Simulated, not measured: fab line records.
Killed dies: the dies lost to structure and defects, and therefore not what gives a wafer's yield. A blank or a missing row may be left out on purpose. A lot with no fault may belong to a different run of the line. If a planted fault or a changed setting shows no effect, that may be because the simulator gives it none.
Which of the tools did it? | flow berkeleyCmos170 | 14 lots with 42 wafers sampled at 4 steps, on a route of 331 steps

## WHAT THE GAUGES SHOWED, per wafer
UCB170_NSD_TW_MEAS_10.
lot  | measured     | on           | NSD_TW
L779 | day 8 02:55  | filmMetro-01 | 4151 4152 4148
L784 | day 8 16:03  | filmMetro-01 | 4151 4151 4149
L781 | day 8 16:10  | filmMetro-02 | 4232 4220 4215
L783 | day 8 16:25  | filmMetro-01 | 4183 4157 4144
L780 | day 8 16:39  | filmMetro-02 | 4186 4178 4184
L786 | day 9 10:09  | filmMetro-01 | 4132 4127 4136
L789 | day 10 05:38 | filmMetro-03 | 30 30 30
L791 | day 10 05:39 | filmMetro-01 | 30 30 30
L796 | day 10 22:31 | filmMetro-03 | 4174 4145 4152
L797 | day 10 22:46 | filmMetro-01 | 4149 4124 4156
L795 | day 10 23:08 | filmMetro-02 | 4207 4216 4200
L799 | day 11 15:36 | filmMetro-03 | 4178 4181 4166
L798 | day 11 15:43 | filmMetro-02 | 4180 4194 4196
L801 | day 12 04:49 | filmMetro-03 | 4175 4143 4161

UCB170_SDANNEAL_RS_MEAS_03: measurement is done with a four-point probe.
lot  | measured     | on           | NSD_RS (ohm/sq)
L779 | day 8 04:53  | filmMetro-03 | 37.20 37.23 37.31
L784 | day 8 17:25  | filmMetro-02 | 37.20 37.17 37.29
L781 | day 8 17:35  | filmMetro-03 | 37.28 37.27 37.27
L783 | day 8 17:58  | filmMetro-02 | 37.26 37.19 37.22
L780 | day 8 18:00  | filmMetro-01 | 37.38 37.25 37.26
L786 | day 9 11:34  | filmMetro-03 | 37.30 37.27 37.34
L789 | day 10 07:51 | filmMetro-02 | 132.88 132.74 132.90
L791 | day 10 08:20 | filmMetro-02 | 133.04 133.07 133.16
L796 | day 10 23:44 | filmMetro-03 | 37.33 37.23 37.19
L797 | day 10 23:59 | filmMetro-02 | 37.35 37.28 37.27
L795 | day 11 00:53 | filmMetro-02 | 37.32 37.24 37.26
L799 | day 11 16:49 | filmMetro-02 | 37.32 37.34 37.21
L798 | day 11 17:29 | filmMetro-03 | 37.20 37.23 37.24
L801 | day 12 07:23 | filmMetro-03 | 37.41 37.45 37.39

## EACH LOT AND THE TOOL THAT RAN IT (in order: tool; ch and the chambers of the sampled wafers; start)
lot  | UCB170_NSD_IMPLANT_08           | UCB170_NSD_STRIP_09
L779 | implanter-02 ch 0, day 8 02:41  | plasmaAsher-04 ch 0,1, day 8 02:49
L784 | implanter-02 ch 0, day 8 15:48  | plasmaAsher-04 ch 1, day 8 15:57
L781 | implanter-03 ch 0, day 8 15:55  | plasmaAsher-03 ch 0,1, day 8 16:04
L783 | implanter-04 ch 0, day 8 16:10  | plasmaAsher-01 ch 0,1, day 8 16:19
L780 | implanter-03 ch 0, day 8 16:24  | plasmaAsher-04 ch 0,1, day 8 16:33
L786 | implanter-03 ch 0, day 9 09:55  | plasmaAsher-03 ch 0, day 9 10:02
L789 | implanter-03, day 10 05:25      | plasmaAsher-04 ch 1, day 10 05:32
L791 | implanter-02, day 10 05:25      | plasmaAsher-03 ch 0,1, day 10 05:32
L796 | implanter-02 ch 0, day 10 22:16 | plasmaAsher-01 ch 0,1, day 10 22:25
L797 | implanter-04 ch 0, day 10 22:32 | plasmaAsher-04 ch 0,1, day 10 22:40
L795 | implanter-02 ch 0, day 10 22:49 | plasmaAsher-03 ch 0,1, day 10 22:56
L799 | implanter-02 ch 0, day 11 15:21 | plasmaAsher-04 ch 0, day 11 15:30
L798 | implanter-04 ch 0, day 11 15:28 | plasmaAsher-01 ch 0,1, day 11 15:37
L801 | implanter-03 ch 0, day 12 04:34 | plasmaAsher-03 ch 0,1, day 12 04:43
- UCB170_NSD_IMPLANT_08
- UCB170_NSD_STRIP_09: strips in O2.

## AS READ BY THE TOOLS THEMSELVES (means over the sampled wafers that have a number; for cases with no such wafer, the mark the record gives instead)
UCB170_NSD_IMPLANT_08.
lot  | tool         | beamEnergyKeV | beamOnS (s)
L779 | implanter-02 | 40.015        | 9.86
L784 | implanter-02 | 40.007        | 10.00
L781 | implanter-03 | 39.999        | 10.02
L783 | implanter-04 | 39.998        | 10.10
L780 | implanter-03 | 39.997        | 9.78
L786 | implanter-03 | 40.003        | 10.31
L789 | implanter-03 | -             | -
L791 | implanter-02 | -             | -
L796 | implanter-02 | 39.995        | 9.92
L797 | implanter-04 | 40.003        | 9.88
L795 | implanter-02 | 39.994        | 10.32
L799 | implanter-02 | 40.001        | 9.87
L798 | implanter-04 | 39.996        | 9.89
L801 | implanter-03 | 40.002        | 10.14

UCB170_NSD_STRIP_09.
lot  | tool           | drypumpMotorCurrentA (A) | oesProductAu (a.u.) | stripTimeToEndpointS (s)
L779 | plasmaAsher-04 | 5.5                      | 0.531               | 35.85
L784 | plasmaAsher-04 | 5.5                      | 0.532               | 35.76
L781 | plasmaAsher-03 | 5.7                      | 0.535               | 35.78
L783 | plasmaAsher-01 | 5.9                      | 0.528               | 35.85
L780 | plasmaAsher-04 | 5.5                      | 0.537               | 35.85
L786 | plasmaAsher-03 | 5.7                      | 0.537               | 35.72
L789 | plasmaAsher-04 | 5.5                      | 0.733               | 21.68
L791 | plasmaAsher-03 | 5.8                      | 0.735               | 21.61
L796 | plasmaAsher-01 | 6.3                      | 0.532               | 35.85
L797 | plasmaAsher-04 | 5.5                      | 0.533               | 35.75
L795 | plasmaAsher-03 | 5.8                      | 0.532               | 35.82
L799 | plasmaAsher-04 | 5.5                      | 0.538               | 35.76
L798 | plasmaAsher-01 | 6.3                      | 0.539               | 35.78
L801 | plasmaAsher-03 | 5.8                      | 0.533               | 35.76

## THE ANSWER, worked out from the rows above alone
Rule: the usual values come from the lots themselves. The widest of any qualifying gaps counts: lots, ordered by their means at a reading, are off when they make up no more than a third of the lots, leave a main group of 4 or more, and stand apart from it by 3 or more times the standard deviation of that group's means. The tables above print the reading to a certain number of digits; a main group whose means all agree to those digits is not used. Also off: a lot with no number at a reading for which 4 or more lots have one. Any other lot the step has rows for is counted as sound. First the gauges in route order, then the tools' own readings, where a lot's mean is used as printed above. At the first step where some lot is off, the reading lying furthest off is the one used; lots without a number count as furthest.
Off: at UCB170_NSD_TW_MEAS_10 (NSD_TW), L789, L791. For the main group the mean is 4169 and the standard deviation 26.
If a tool, at a process step before that reading, ran all the lots that are off and no sound lot after the first of them, it fits. Not tried: the gauges at UCB170_NSD_TW_MEAS_10; whatever is off there is also off at UCB170_SDANNEAL_RS_MEAS_03, on other tools, and gauge error can't account for it. Of those tried, none fits.

## WHAT WAS PUT IN BY THE SIMULATOR
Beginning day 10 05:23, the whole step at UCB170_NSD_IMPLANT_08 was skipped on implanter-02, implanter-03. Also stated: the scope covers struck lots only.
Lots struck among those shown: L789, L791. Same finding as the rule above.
